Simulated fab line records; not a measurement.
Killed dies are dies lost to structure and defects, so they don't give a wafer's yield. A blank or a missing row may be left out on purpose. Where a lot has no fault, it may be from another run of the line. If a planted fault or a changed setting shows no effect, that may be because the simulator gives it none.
Lot-split experiment + flow rit cmos + on a route of 202 steps: 5 lots, 23 wafers read

## ABOUT THE SPLIT
At RIT_PRETRO_COAT_01 (resist thk 1300 nm), the setting resist thk nm was moved away from the recipe's 1300 nm on 9 of the 23 wafers read, by -2.1% to +3.8%. For the rest of the wafers, this setting stayed at what the recipe calls for.

## FROM THE SPLIT TO THE READING: what the file shows between them, 3 steps
- RIT_PRETRO_SOFTBAKE_02: time 60 s
- RIT_PRETRO_EXPOSE_03: exposes mask M5, target cd 43700 nm
- RIT_PRETRO_DEVELOP_05: develop time 68 s

## THE READING
NOVOLAK_of_PRETRO_COAT_01.thk nm (the simulator's own value, which no gauge read), in nm, at RIT_PRETRO_HARDBAKE_07 (time 120 s). There is no usual value for it anywhere in the file. Across the 14 wafers here that went through the recipe, the average is 1136 nm and the standard deviation 2 nm.

| wafer  | tool, chamber at the split | resist thk nm as run, nm | against the recipe | NOVOLAK_of_PRETRO_COAT_01.thk nm, nm | against lot-mates on the recipe |
|--------|----------------------------|--------------------------|--------------------|--------------------------------------|---------------------------------|
| L074.3 | litho track-04, 0          | 1300                     | recipe             | 1138                                 | -                               |
| L074.4 | litho track-04, 0          | 1300                     | recipe             | 1137                                 | -                               |
| L074.5 | litho track-04, 0          | 1300                     | recipe             | 1136                                 | -                               |
| L077.1 | litho track-04, 0          | 1350                     | +3.8%              | 1178                                 | +41                             |
| L077.2 | litho track-04, 0          | 1300                     | recipe             | 1135                                 | -                               |
| L077.3 | litho track-04, 0          | 1300                     | recipe             | 1139                                 | -                               |
| L077.4 | litho track-04, 0          | 1350                     | +3.8%              | 1180                                 | +43                             |
| L077.6 | litho track-04, 0          | 1350                     | +3.8%              | 1181                                 | +44                             |
| L078.2 | litho track-02, 0          | 1300                     | recipe             | 1135                                 | -                               |
| L078.3 | litho track-02, 0          | 1300                     | recipe             | 1136                                 | -                               |
| L078.4 | litho track-02, 0          | 1273                     | -2.1%              | 1118                                 | -18                             |
| L078.5 | litho track-02, 0          | 1273                     | -2.1%              | 1115                                 | -21                             |
| L078.6 | litho track-02, 0          | 1300                     | recipe             | 1138                                 | -                               |
| L080.1 | litho track-02, 0          | 1300                     | recipe             | 1134                                 | -                               |
| L080.2 | litho track-02, 0          | 1300                     | recipe             | 1135                                 | -                               |
| L080.3 | litho track-02, 0          | 1279                     | -1.6%              | 1120                                 | -16                             |
| L080.4 | litho track-02, 0          | 1300                     | recipe             | 1138                                 | -                               |
| L080.5 | litho track-02, 0          | 1279                     | -1.6%              | 1117                                 | -19                             |
| L083.1 | litho track-02, 0          | 1276                     | -1.8%              | 1110                                 | -23                             |
| L083.2 | litho track-02, 0          | 1300                     | recipe             | 1133                                 | -                               |
| L083.3 | litho track-02, 0          | 1300                     | recipe             | 1132                                 | -                               |
| L083.5 | litho track-02, 0          | 1300                     | recipe             | 1135                                 | -                               |
| L083.6 | litho track-02, 0          | 1276                     | -1.8%              | 1117                                 | -16                             |

FIT RESULTS
A straight line over all 23 wafers: NOVOLAK_of_PRETRO_COAT_01.thk nm changes by +11.1 nm for each +1% of resist thk nm; r = +0.99; the points scatter about the line by 2.5 nm.
The same after taking each lot's own level away (the mean of its wafers on the recipe; 23 wafers): +10.8 nm for each +1%; r = +0.99; scatter 1.9 nm.
On that fit, the largest move of resist thk nm shifts the reading by 42 nm.
From 1133.3 to 1137.0 nm: that is the span of the lots' own levels, equal to 1.9 times the standard deviation above.
Consequently the slope shifts little with the lot-to-lot level, the two slopes agreeing.
Check: +42.4 nm against its lot-mates is what the line predicts for one of the wafers moved furthest among these (+3.8%) when that wafer is left out of the fit. It came out at +41 nm against them.

## THE OTHER SPLITS THESE WAFERS WENT THROUGH
These wafers also went through other splits before the reading. Each is held against what the fit with the lots' levels taken away leaves over:
| other split on the same wafers       | wafers away from the commonest value | r with NOVOLAK_of_PRETRO_COAT_01.thk nm (lot level and that fit taken away) |
|--------------------------------------|--------------------------------------|-----------------------------------------------------------------------------|
| RIT_ACTIVE_OXIDATION_01 ox time s    | 18                                   | +0.13                                                                       |
| RIT_ACTIVE_COAT_06 resist thk nm     | 9                                    | -0.16                                                                       |
| RIT_ACTIVE_DEVELOP_10 develop time s | 9                                    | +0.14                                                                       |
| RIT_FOX1_OXIDATION_00 temp c         | 10                                   | +0.16                                                                       |
| RIT_NWELL_COAT_01 spin rpm           | 5                                    | +0.07                                                                       |
| RIT_NWELL_IMPLANT_08 dose cm2        | 8                                    | +0.11                                                                       |
| RIT_PWELL_IMPLANT_08 dose cm2        | 8                                    | +0.05                                                                       |

## THE WHOLE CHAIN: every reading that the file lists as answering this split, in the file's order
| step                   | what it does       | reading                                                                           | change (the file's fit)              | r (the file's) |
|------------------------|--------------------|-----------------------------------------------------------------------------------|--------------------------------------|----------------|
| RIT_PRETRO_COAT_01     | resist thk 1300 nm | NOVOLAK_of_PRETRO_COAT_01.thk nm (the simulator's own value, which no gauge read) | +12.5 nm for each +1% of the setting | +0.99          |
| RIT_PRETRO_HARDBAKE_07 | time 120 s         | NOVOLAK_of_PRETRO_COAT_01.thk nm (the simulator's own value, which no gauge read) | +10.8 nm for each +1% of the setting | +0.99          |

## FILE'S OWN FIT
NOVOLAK_of_PRETRO_COAT_01.thk nm changes by +10.8 nm for each +1% of resist thk nm, r = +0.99.
